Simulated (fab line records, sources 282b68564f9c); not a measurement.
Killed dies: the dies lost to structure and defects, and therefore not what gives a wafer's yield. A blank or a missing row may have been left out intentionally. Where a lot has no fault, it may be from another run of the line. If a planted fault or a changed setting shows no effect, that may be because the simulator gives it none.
fab line records | flow rit-cmos
record lots=13 | wafers=39 | last-day=7
route steps=202 shown NRETRO@56 PRETRO@74
lots with no fault: from the same line, run without faults
start-h: the number of hours between the record's first day and the start of the first shown wafer of the lot | wait-h: hours since the lot's step before | " same as the row above | L1.1+2: one row covering several wafers at once | - value missing, or start not given | * or withheld: withheld | < > ~ a bound
route shown NAME@n: NAME is a module with steps in the file, n the number in the route of the first one | usual: mean and standard deviation over wafers with no fault | same: alike in all rows | chamber/n: place in a boat | sites: per-site readings | _std_site: standard deviation of those values | _edge_site: mean of outer sites minus mean of inner sites | radius-mm: how far each site lies from the wafer's centre | mask NAME#n: copy n | behind: the tool/chamber that last shaped the wafer | hold: the reason the lot was held/the length of the hold in hours/how it ended | device: which transistor (n, p or np) failed to switch | end of line: the same wafers' tests at the end of the route | a step given without rows: its recipe and nothing more | killed: count of dies lost to structure and defects at first sort (not the wafer's yield) | map: a wafer's dies, marking killed ones x, the rest . and places with no die _
set.NAME: the setting the step ran with; set.NAME@STEP: the setting that earlier step ran with | model.NAME: the simulator's own value behind a step, which no gauge read
one table for each step of the route and one row for each wafer, over a sample of lots
services: a tool's chamber out of use, with start hour (start-h, from the record's first day; less than 0 if before it), hours out, and reason
## steps
# step RIT_NRETRO_EXPOSE_03
# recipe mask-id=M4 | na=0.57 | target-cd-nm=43900 | dose-mj=250
lot.wafer  | tool             | chamber | start-h | wait-h | mask
L703.1+2+6 | iline-stepper-01 | 0       | 38.57   | 0.2    | M4#0
L704.1+3+5 | iline-stepper-02 | 0       | 43.95   | 0.2    | M5#0
L708.1+5+6 | iline-stepper-01 | 0       | 64.05   | 0.1    | M4#0
L712.3+5+6 | iline-stepper-01 | 0       | 83.34   | 0.2    | M4#0
L714.1+2+6 | iline-stepper-01 | 0       | 93.58   | 0.2    | M4#0
L715.1+2+6 | iline-stepper-01 | 0       | 99.48   | 0.1    | M4#0
L716.1+3+6 | iline-stepper-02 | 0       | 103.83  | 0.2    | M4#0
L717.2+3+5 | iline-stepper-02 | 0       | 109.48  | 0.1    | M4#0
L719.3+5+6 | iline-stepper-02 | 0       | 119.40  | 0.2    | M4#0
L720.4+5+6 | iline-stepper-02 | 0       | 123.91  | 0.1    | M4#0
L721.2+3+4 | iline-stepper-01 | 0       | 128.52  | 0.2    | M4#0
L723.4+5+6 | iline-stepper-02 | 0       | 139.16  | 0.1    | M4#0
L724.2+4+5 | iline-stepper-02 | 0       | 143.78  | 0.1    | M4#0
# step RIT_NRETRO_OVL_MEAS_06
# usual NRETRO_OVL=0.5/1.3
lot.wafer | tool       | chamber | start-h | wait-h | NRETRO_OVL[nm]
L703.1    | overlay-01 | -       | 39.00   | -      | 2.3
L703.2    | "          | -       | "       | "      | 1.3
L703.6    | "          | -       | "       | "      | 3.9
L704.1    | overlay-02 | -       | 44.38   | -      | -
L704.3    | "          | -       | "       | "      | -
L704.5    | "          | -       | "       | "      | -
L708.1    | overlay-01 | -       | 64.48   | -      | 1.0
L708.5    | "          | -       | "       | "      | 0.5
L708.6    | "          | -       | "       | "      | 0.0
L712.3    | overlay-02 | -       | 83.74   | -      | 2.1
L712.5    | "          | -       | "       | "      | 1.5
L712.6    | "          | -       | "       | "      | 0.2
L714.1    | overlay-01 | -       | 94.01   | -      | 2.2
L714.2    | "          | -       | "       | "      | 2.1
L714.6    | "          | -       | "       | "      | 1.3
L715.1    | overlay-01 | -       | 99.91   | -      | -0.9
L715.2    | "          | -       | "       | "      | -2.1
L715.6    | "          | -       | "       | "      | -0.9
L716.1    | overlay-02 | -       | 104.26  | -      | 2.7
L716.3    | "          | -       | "       | "      | 2.3
L716.6    | "          | -       | "       | "      | 1.6
L717.2    | overlay-01 | -       | 109.90  | -      | -0.3
L717.3    | "          | -       | "       | "      | -0.7
L717.5    | "          | -       | "       | "      | 1.8
L719.3    | overlay-02 | -       | 119.80  | -      | -0.2
L719.5    | "          | -       | "       | "      | -1.6
L719.6    | "          | -       | "       | "      | -0.8
L720.4    | overlay-02 | -       | 124.30  | -      | -0.9
L720.5    | "          | -       | "       | "      | 0.2
L720.6    | "          | -       | "       | "      | -1.0
L721.2    | overlay-02 | -       | 128.93  | -      | 0.4
L721.3    | "          | -       | "       | "      | -0.7
L721.4    | "          | -       | "       | "      | -1.7
L723.4    | overlay-01 | -       | 139.55  | -      | 2.3
L723.5    | "          | -       | "       | "      | 1.1
L723.6    | "          | -       | "       | "      | 2.8
L724.2    | overlay-01 | -       | 144.19  | -      | 0.6
L724.4    | "          | -       | "       | "      | 2.2
L724.5    | "          | -       | "       | "      | 2.7
# step RIT_NRETRO_TW_MEAS_10
# usual NRETRO_TW=1060/5.6
lot.wafer | tool          | chamber | start-h | wait-h | NRETRO_TW
L703.1    | film-metro-01 | -       | 39.61   | 0.1    | 1065
L703.2    | "             | -       | "       | "      | 1071
L703.6    | "             | -       | "       | "      | 1071
L704.1    | film-metro-04 | -       | 44.99   | 0.1    | 30
L704.3    | "             | -       | "       | "      | 30
L704.5    | "             | -       | "       | "      | 30
L708.1    | film-metro-04 | -       | 65.09   | 0.1    | 1064
L708.5    | "             | -       | "       | "      | 1061
L708.6    | "             | -       | "       | "      | 1063
L712.3    | film-metro-04 | -       | 84.36   | 0.1    | 1049
L712.5    | "             | -       | "       | "      | 1052
L712.6    | "             | -       | "       | "      | 1053
L714.1    | film-metro-04 | -       | 94.62   | 0.1    | 1051
L714.2    | "             | -       | "       | "      | 1057
L714.6    | "             | -       | "       | "      | 1055
L715.1    | film-metro-04 | -       | 100.52  | 0.1    | 1064
L715.2    | "             | -       | "       | "      | 1060
L715.6    | "             | -       | "       | "      | 1062
L716.1    | film-metro-01 | -       | 104.87  | 0.1    | 1063
L716.3    | "             | -       | "       | "      | 1063
L716.6    | "             | -       | "       | "      | 1059
L717.2    | film-metro-02 | -       | 110.51  | 0.1    | 1062
L717.3    | "             | -       | "       | "      | 1066
L717.5    | "             | -       | "       | "      | 1063
L719.3    | film-metro-01 | -       | 120.42  | 0.1    | 1065
L719.5    | "             | -       | "       | "      | 1062
L719.6    | "             | -       | "       | "      | 1060
L720.4    | film-metro-02 | -       | 124.92  | 0.1    | 1057
L720.5    | "             | -       | "       | "      | 1057
L720.6    | "             | -       | "       | "      | 1057
L721.2    | film-metro-04 | -       | 129.57  | 0.1    | 1057
L721.3    | "             | -       | "       | "      | 1063
L721.4    | "             | -       | "       | "      | 1063
L723.4    | film-metro-02 | -       | 140.18  | 0.1    | 1056
L723.5    | "             | -       | "       | "      | 1059
L723.6    | "             | -       | "       | "      | 1058
L724.2    | film-metro-02 | -       | 144.81  | 0.1    | 1055
L724.4    | "             | -       | "       | "      | 1055
L724.5    | "             | -       | "       | "      | 1056
# step RIT_PRETRO_TW_MEAS_10
# usual PRETRO_TW=477/3
lot.wafer | tool          | chamber | start-h | wait-h | PRETRO_TW
L703.1    | film-metro-02 | -       | 41.28   | 0.1    | 480
L703.2    | "             | -       | "       | "      | 483
L703.6    | "             | -       | "       | "      | 482
L704.1    | film-metro-02 | -       | 46.66   | 0.1    | 1093
L704.3    | "             | -       | "       | "      | 1097
L704.5    | "             | -       | "       | "      | 1096
L708.1    | film-metro-03 | -       | 66.83   | 0.1    | 477
L708.5    | "             | -       | "       | "      | 477
L708.6    | "             | -       | "       | "      | 476
L712.3    | film-metro-02 | -       | 86.04   | 0.1    | 478
L712.5    | "             | -       | "       | "      | 477
L712.6    | "             | -       | "       | "      | 477
L714.1    | film-metro-04 | -       | 96.24   | 0.1    | 476
L714.2    | "             | -       | "       | "      | 479
L714.6    | "             | -       | "       | "      | 475
L715.1    | film-metro-02 | -       | 102.08  | 0.1    | 478
L715.2    | "             | -       | "       | "      | 479
L715.6    | "             | -       | "       | "      | 479
L716.1    | film-metro-04 | -       | 106.43  | 0.1    | 474
L716.3    | "             | -       | "       | "      | 477
L716.6    | "             | -       | "       | "      | 476
L717.2    | film-metro-02 | -       | 112.06  | 0.1    | 478
L717.3    | "             | -       | "       | "      | 477
L717.5    | "             | -       | "       | "      | 476
L719.3    | film-metro-03 | -       | 122.11  | 0.1    | 474
L719.5    | "             | -       | "       | "      | 473
L719.6    | "             | -       | "       | "      | 475
L720.4    | film-metro-02 | -       | 126.47  | 0.1    | 476
L720.5    | "             | -       | "       | "      | 476
L720.6    | "             | -       | "       | "      | 476
L721.2    | film-metro-02 | -       | 131.24  | 0.1    | 475
L721.3    | "             | -       | "       | "      | 477
L721.4    | "             | -       | "       | "      | 475
L723.4    | film-metro-03 | -       | 141.85  | 0.1    | 471
L723.5    | "             | -       | "       | "      | 472
L723.6    | "             | -       | "       | "      | 470
L724.2    | film-metro-04 | -       | 146.55  | 0.1    | 476
L724.4    | "             | -       | "       | "      | 472
L724.5    | "             | -       | "       | "      | 475
## services
tool             | chamber | start-h | hours | kind
iline-stepper-01 | -       | 16.77   | 1.8   | repair
iline-stepper-02 | -       | 23.72   | 1.7   | pm
iline-stepper-01 | -       | 75.45   | 5.2   | repair
iline-stepper-02 | 0       | 76.45   | -     | calibration
iline-stepper-01 | 0       | 140.42  | -     | calibration
## key
first-sign step=RIT_NRETRO_EXPOSE_03 | reading=mask | direction=changed
effect step=RIT_NRETRO_OVL_MEAS_06 | reading=NRETRO_OVL | direction=missing
effect step=RIT_NRETRO_TW_MEAS_10 | reading=NRETRO_TW | direction=down | sigmas=99+ | usual=1060 | struck=30
effect step=RIT_PRETRO_TW_MEAS_10 | reading=PRETRO_TW | direction=up | sigmas=99+ | usual=477 | struck=1095
met-at RIT_NRETRO_EXPOSE_03
struck-lots L704
sort-left-out L704.1,L704.3,L704.5
tester-left-out L704
fault kind=wrong-mask | tool=any | chamber=- | onset-h=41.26 | steps=RIT_NRETRO_EXPOSE_03 | aux-copy=M5#0 | scope=struck-lots-only
# tester-left-out: of these lots the tester's yield and bins aren't shown, on N5 and GAA mostly nor the transistor test; their killed dies are dies lost to structure and defects alone, not to doping, threshold or leakage, so they don't give the yield
# sort-left-out: the simulated sort isn't trusted on such a fault, so these wafers' sort isn't shown, and their yield isn't known
